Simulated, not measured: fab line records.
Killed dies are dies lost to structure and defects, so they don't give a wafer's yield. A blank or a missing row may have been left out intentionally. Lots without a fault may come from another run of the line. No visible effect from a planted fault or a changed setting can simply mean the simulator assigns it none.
Split-lot experiment / flow berkeley-cmos170 / on a route of 331 steps: 5 lots, 14 wafers read

== THE SPLIT ==
At UCB170_M1_COAT_04 (resist thk 900 nm), the setting resist-thk-nm was moved away from the recipe's 900 nm on 4 of the 14 wafers read, by -3.3% to +1.9%. The other wafers ran this setting at the recipe's value.

== FROM THE SPLIT TO THE READING: what the file shows between them, 3 steps ==
- UCB170_M1_SOFTBAKE_05: time 60 s
- UCB170_M1_EXPOSE_06: exposes mask METAL1, target cd 700 nm
- UCB170_M1_ETCH_11: etches BARC in N2/H2

== THE READING ==
KrF_of_M1_COAT_04.thk-nm (the simulator's own value, which no gauge read), in nm, at UCB170_M1_METAL_ETCH_12 (etches Al in Cl2/BCl3, stops on PSG, target depth 780 nm, time 130 s). The file does not state a usual value for it. The 10 wafers here that ran the recipe average 439.7 nm, standard deviation 8.4 nm.

wafer=L074.1; tool, chamber at the split=litho-track-04, 0; resist-thk-nm as run, nm=900; against the recipe=recipe; KrF_of_M1_COAT_04.thk-nm, nm=443.4; against lot-mates on the recipe=-
wafer=L074.5; tool, chamber at the split=litho-track-04, 0; resist-thk-nm as run, nm=900; against the recipe=recipe; KrF_of_M1_COAT_04.thk-nm, nm=444.3; against lot-mates on the recipe=-
wafer=L074.6; tool, chamber at the split=litho-track-04, 0; resist-thk-nm as run, nm=900; against the recipe=recipe; KrF_of_M1_COAT_04.thk-nm, nm=449; against lot-mates on the recipe=-
wafer=L076.1; tool, chamber at the split=litho-track-01, 0; resist-thk-nm as run, nm=900; against the recipe=recipe; KrF_of_M1_COAT_04.thk-nm, nm=438; against lot-mates on the recipe=-
wafer=L076.3; tool, chamber at the split=litho-track-01, 0; resist-thk-nm as run, nm=900; against the recipe=recipe; KrF_of_M1_COAT_04.thk-nm, nm=436.2; against lot-mates on the recipe=-
wafer=L076.4; tool, chamber at the split=litho-track-01, 0; resist-thk-nm as run, nm=900; against the recipe=recipe; KrF_of_M1_COAT_04.thk-nm, nm=442.9; against lot-mates on the recipe=-
wafer=L083.3; tool, chamber at the split=litho-track-04, 0; resist-thk-nm as run, nm=916.7; against the recipe=+1.9%; KrF_of_M1_COAT_04.thk-nm, nm=460.7; against lot-mates on the recipe=+11.7
wafer=L083.4; tool, chamber at the split=litho-track-04, 0; resist-thk-nm as run, nm=900; against the recipe=recipe; KrF_of_M1_COAT_04.thk-nm, nm=449; against lot-mates on the recipe=-
wafer=L085.2; tool, chamber at the split=litho-track-01, 0; resist-thk-nm as run, nm=900; against the recipe=recipe; KrF_of_M1_COAT_04.thk-nm, nm=425.7; against lot-mates on the recipe=-
wafer=L085.4; tool, chamber at the split=litho-track-01, 0; resist-thk-nm as run, nm=900; against the recipe=recipe; KrF_of_M1_COAT_04.thk-nm, nm=423.8; against lot-mates on the recipe=-
wafer=L085.6; tool, chamber at the split=litho-track-01, 0; resist-thk-nm as run, nm=870.1; against the recipe=-3.3%; KrF_of_M1_COAT_04.thk-nm, nm=398.5; against lot-mates on the recipe=-26.2
wafer=L084.2; tool, chamber at the split=litho-track-02, 0; resist-thk-nm as run, nm=879.7; against the recipe=-2.3%; KrF_of_M1_COAT_04.thk-nm, nm=422.9; against lot-mates on the recipe=-21.8
wafer=L084.4; tool, chamber at the split=litho-track-02, 0; resist-thk-nm as run, nm=900; against the recipe=recipe; KrF_of_M1_COAT_04.thk-nm, nm=444.7; against lot-mates on the recipe=-
wafer=L084.5; tool, chamber at the split=litho-track-02, 0; resist-thk-nm as run, nm=879.7; against the recipe=-2.3%; KrF_of_M1_COAT_04.thk-nm, nm=420.8; against lot-mates on the recipe=-23.9

THE FIT
A straight line over all 14 wafers: KrF_of_M1_COAT_04.thk-nm changes by +10.5 nm for each +1% of resist-thk-nm; r = +0.87; the points scatter about the line by 8.2 nm.
The same after taking each lot's own level away (the mean of its wafers on the recipe; 14 wafers): +8.43 nm for each +1%; r = +0.97; scatter 2.7 nm.
That fit puts the effect of the largest move of resist-thk-nm on the reading at 28 nm.
From 424.75 to 449.00 nm: that is the span of the lots' own levels, equal to 2.9 times the standard deviation above.
So the lot-to-lot level changes the slope: the two fits differ.
Check: with one of the wafers moved furthest among these (-3.3%) left out of the fit, the line predicts -30.7 nm for it against its lot-mates. Against them it came out at -26.2 nm.

== OTHER SPLITS ON THESE WAFERS ==
Other splits were also applied to these wafers ahead of the reading. Each is held against what the fit with the lots' levels taken away leaves over:
other split on the same wafers=UCB170_GATE_ETCH_14 pressure-mtorr; wafers away from the commonest value=8; r with KrF_of_M1_COAT_04.thk-nm (lot level and that fit taken away)=+0.44
other split on the same wafers=UCB170_NLDD_IMPLANT_08 energy-kev; wafers away from the commonest value=7; r with KrF_of_M1_COAT_04.thk-nm (lot level and that fit taken away)=-0.35
other split on the same wafers=UCB170_SPACER_CVD_00 time-s; wafers away from the commonest value=4; r with KrF_of_M1_COAT_04.thk-nm (lot level and that fit taken away)=+0.13
other split on the same wafers=UCB170_NSD_STRIP_09 power-w; wafers away from the commonest value=4; r with KrF_of_M1_COAT_04.thk-nm (lot level and that fit taken away)=-0.25
other split on the same wafers=UCB170_M1_SPUTTER_00 time-s; wafers away from the commonest value=0; r with KrF_of_M1_COAT_04.thk-nm (lot level and that fit taken away)=-

== THE WHOLE CHAIN: every reading that the file lists as answering this split, in the file's order ==
step=UCB170_M1_COAT_04; what it does=resist thk 900 nm; reading=KrF_of_M1_COAT_04.thk-nm (the simulator's own value, which no gauge read); change (the file's fit)=+8.54 nm for each +1% of the setting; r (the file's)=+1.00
step=UCB170_M1_METAL_ETCH_12; what it does=etches Al in Cl2/BCl3, stops on PSG, target depth 780 nm, time 130 s; reading=KrF_of_M1_COAT_04.thk-nm (the simulator's own value, which no gauge read); change (the file's fit)=+8.29 nm for each +1% of the setting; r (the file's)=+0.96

== THE FILE'S OWN FIT ==
KrF_of_M1_COAT_04.thk-nm changes by +8.29 nm for each +1% of resist-thk-nm, r = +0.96.
